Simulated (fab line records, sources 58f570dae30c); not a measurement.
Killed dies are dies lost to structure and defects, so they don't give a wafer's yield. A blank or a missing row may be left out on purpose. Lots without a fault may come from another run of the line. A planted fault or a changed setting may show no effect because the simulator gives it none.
A struck lot beside a sound one | flow berkeley_cmos170 | 44 steps out of a route of 331
Sound: wafers L973.1, L973.3, L973.6. Struck: wafers L986.3, L986.4, L986.5. The cause comes at the end.
At each step with rows: each side's tool, then ch and its chambers, then its first start. Under that, the readings that differ: sound wafers | struck wafers | difference of the means | sigmas: that difference in standard deviations of wafers without a fault.
alike: readings whose means differ by less than 2 such deviations, and words and numbers that are the same on both sides. not compared: withheld readings, readings that some wafer has no value for, bounds like >300 that may hide the same value, and numbers for which the record gives no deviation and whose values overlap.
The two part at a step that has a row with sigmas, a row that says differs or no value, or rows on one side only. Numbers that don't overlap but have no deviation are shown without sigmas and don't part them. A reading that every wafer of one side lacks parts them only if that side has two wafers or more.

first, 6 steps without rows for these wafers: UCB170_V1_HMDS_06 (prime time 60 s); UCB170_V1_COAT_07 (resist thk 900 nm); UCB170_V1_SOFTBAKE_08 (time 60 s); UCB170_V1_EXPOSE_09 (exposes mask VIA1, target cd 700 nm); UCB170_V1_PEB_10; UCB170_V1_DEVELOP_11 (develop time 45 s).
UCB170_V1_CD_MEAS_12: target cd 700 nm.
  sound on cd_sem-02, day 9 07:06; struck on cd_sem-01, day 11 19:26
  alike: cd_nm
UCB170_V1_OVL_MEAS_13:
  sound on overlay-02, day 9 07:13; struck on overlay-02, day 11 19:31
  alike: V1_OVL
UCB170_V1_ETCH_14: etches SiO2 in CHF3/CF4/Ar, stops on Al, target depth 1250 nm, time 291 s.
  sound on rie_diel-03 ch 0,3, day 9 07:16; struck on rie_diel-02 ch 1,2,3, day 11 19:32
  alike: cf4_flow_sccm, drypump_motor_current_A, oes_product_au, throttle_valve_pct
  not compared: rf_hours_counter_h
UCB170_V1_STRIP_15: strips in O2.
  sound on plasma_asher-03 ch 1, day 9 07:26; struck on plasma_asher-01 ch 0,1, day 11 19:46
  reading                     | sound       | struck      | difference | sigmas
  drypump_motor_current_A (A) | 6.7 6.7 6.7 | 6.2 5.6 5.6 | -0.9       | -3
  alike: oes_product_au, strip_time_to_endpoint_s
  not compared: rf_hours_counter_h
UCB170_V1_CD_MEAS_90: target cd 700 nm.
  sound on cd_sem-01, day 9 07:32; struck on cd_sem-01, day 11 19:52
  alike: cd_nm
then, 1 step without rows for these wafers: UCB170_M2_PRE_CLEAN_00 (preclean etch time 60 s).
UCB170_M2_SPUTTER_01: material Al, target thk 900 nm, time 120 s.
  sound on pvd_sputter-03, day 9 07:43; struck on pvd_sputter-04, day 11 20:01
  reading                               | sound                | struck               | difference | sigmas
  cathode_dc_power_W (W)                | 5998.6 6000.4 5999.5 | 7394.8 7396.3 7394.4 | +1395.7    | +99 or more
  model.Al_of_M2_SPUTTER_01.thk_nm (nm) | 901.9 910.6 897.1    | 1113 1113 1108       | +208       |
  alike: throttle_valve_pct
UCB170_M2_RS_MEAS_02: measures by four-point-probe.
  sound on film_metro-04, day 9 07:48; struck on film_metro-04, day 11 20:08
  reading           | sound                | struck               | difference | sigmas
  M2_AL_RS (ohm/sq) | 0.0321 0.0318 0.0323 | 0.0259 0.0259 0.0260 | -0.0061    | -14
UCB170_M2_THK_MEAS_03: measures by xrf.
  sound on film_metro-04, day 9 07:55; struck on film_metro-04, day 11 20:14
  reading        | sound       | struck         | difference | sigmas
  M2_AL_THK (nm) | 903 914 897 | 1119 1122 1117 | +215       | +15
then, 3 steps without rows for these wafers: UCB170_M2_HMDS_04 (prime time 60 s); UCB170_M2_COAT_05 (resist thk 900 nm); UCB170_M2_SOFTBAKE_06 (time 60 s).
UCB170_M2_STRIP_07: strips in O2.
  sound on plasma_asher-02 ch 0,1, day 9 08:38; struck on plasma_asher-02 ch 0,1, day 11 20:52
  alike: drypump_motor_current_A, oes_product_au, strip_time_to_endpoint_s
  not compared: rf_hours_counter_h
then, 7 steps without rows for these wafers: UCB170_M2_STRIP_08 (strips KrF in DMSO, time 600 s); UCB170_M2_COAT_09; UCB170_M2_COAT_10 (resist thk 900 nm); UCB170_M2_SOFTBAKE_11 (time 60 s); UCB170_M2_EXPOSE_12 (exposes mask METAL2, target cd 700 nm); UCB170_M2_PEB_13; UCB170_M2_DEVELOP_14 (develop time 45 s).
UCB170_M2_CD_MEAS_15: target cd 700 nm.
  sound on cd_sem-02, day 9 10:07; struck on cd_sem-02, day 11 22:24
  alike: cd_nm
UCB170_M2_OVL_MEAS_16:
  sound on overlay-01, day 9 10:14; struck on overlay-02, day 11 22:30
  alike: M2_OVL
UCB170_M2_ETCH_17: etches BARC in N2/H2.
  sound on rie_diel-04 ch 1,2,3, day 9 10:16; struck on rie_diel-03 ch 2,3, day 11 22:31
  alike: drypump_motor_current_A, h2_flow_sccm, oes_product_au, throttle_valve_pct
UCB170_M2_METAL_ETCH_18: etches Al in Cl2/BCl3, stops on SiO2, target depth 1170 nm, time 195 s.
  sound on rie_metal-03 ch 0,1, day 9 10:19; struck on rie_metal-04 ch 0,1, day 11 22:37
  reading                | sound             | struck            | difference | sigmas
  oes_product_au (a.u.)  | 0.856 0.862 0.860 | 0.965 0.975 0.957 | +0.106     | +10
  throttle_valve_pct (%) | 24.64 24.64 24.67 | 24.09 24.27 24.12 | -0.49      | -2
  alike: drypump_motor_current_A
  not compared: rf_hours_counter_h
UCB170_M2_STRIP_19: strips in O2.
  sound on plasma_asher-02 ch 0,1, day 9 10:29; struck on plasma_asher-02 ch 0,1, day 11 22:47
  alike: drypump_motor_current_A, oes_product_au
  not compared: rf_hours_counter_h
UCB170_M2_CD_MEAS_90: target cd 700 nm.
  sound on cd_sem-02, day 9 10:35; struck on cd_sem-01, day 11 22:53
  alike: cd_nm
then, 1 step without rows for these wafers: UCB170_V2_CVD_00 (deposits SiO2 from TEOS/O2, target thk 2000 nm, time 250 s).
UCB170_V2_THK_MEAS_01:
  sound on film_metro-04, day 9 10:52; struck on film_metro-03, day 11 23:08
  alike: V2_TEOS_THK
then, 1 step without rows for these wafers: UCB170_V2_CMP_02 (polishes SiO2).
UCB170_V2_BOW_MEAS_03:
  sound on film_metro-04, day 9 11:14; struck on film_metro-03, day 11 23:31
  alike: V2_BOW
UCB170_V2_THK_MEAS_04:
  sound on film_metro-04, day 9 11:21; struck on film_metro-03, day 11 23:37
  alike: V2_POLISHED_THK
then, 5 steps without rows for these wafers: UCB170_V2_CLEAN_05 (cleans in DIW); UCB170_V2_HMDS_06 (prime time 60 s); UCB170_V2_COAT_07 (resist thk 900 nm); UCB170_V2_SOFTBAKE_08 (time 60 s); UCB170_V2_EXPOSE_09 (exposes mask VIA2, target cd 700 nm).
UCB170_V2_ETCH_14: etches SiO2 in CHF3/CF4/Ar, stops on Al, target depth 1250 nm, time 291 s.
  sound on rie_diel-01 ch 0,2,3, day 9 12:36; struck on rie_diel-03 ch 1,2, day 12 01:01
  reading                               | sound             | struck         | difference | sigmas
  model.Al_of_M2_SPUTTER_01.thk_nm (nm) | 901.9 910.6 897.1 | 1113 1113 1108 | +208       |
  alike: cf4_flow_sccm, drypump_motor_current_A, oes_product_au, throttle_valve_pct
  not compared: rf_hours_counter_h
UCB170_M3_PROBE_99:
  sound on prober-02, day 9 16:14; struck on prober-01, day 12 04:09
  reading                               | sound             | struck              | difference | sigmas
  model.etest.antenna_m2.vt_shift_v (V) | -0.01756 -0.00956 | -0.008805 -0.008644 | +0.004835  |

WHERE THEY PART
First at UCB170_V1_STRIP_15; last, within this record, at UCB170_M2_METAL_ETCH_18. Later steps at which nothing parts them and some readings are alike: UCB170_M2_STRIP_19, UCB170_M2_CD_MEAS_90, UCB170_V2_THK_MEAS_01, UCB170_V2_BOW_MEAS_03, UCB170_V2_THK_MEAS_04, UCB170_V2_ETCH_14.

WHY: what the simulator had put in
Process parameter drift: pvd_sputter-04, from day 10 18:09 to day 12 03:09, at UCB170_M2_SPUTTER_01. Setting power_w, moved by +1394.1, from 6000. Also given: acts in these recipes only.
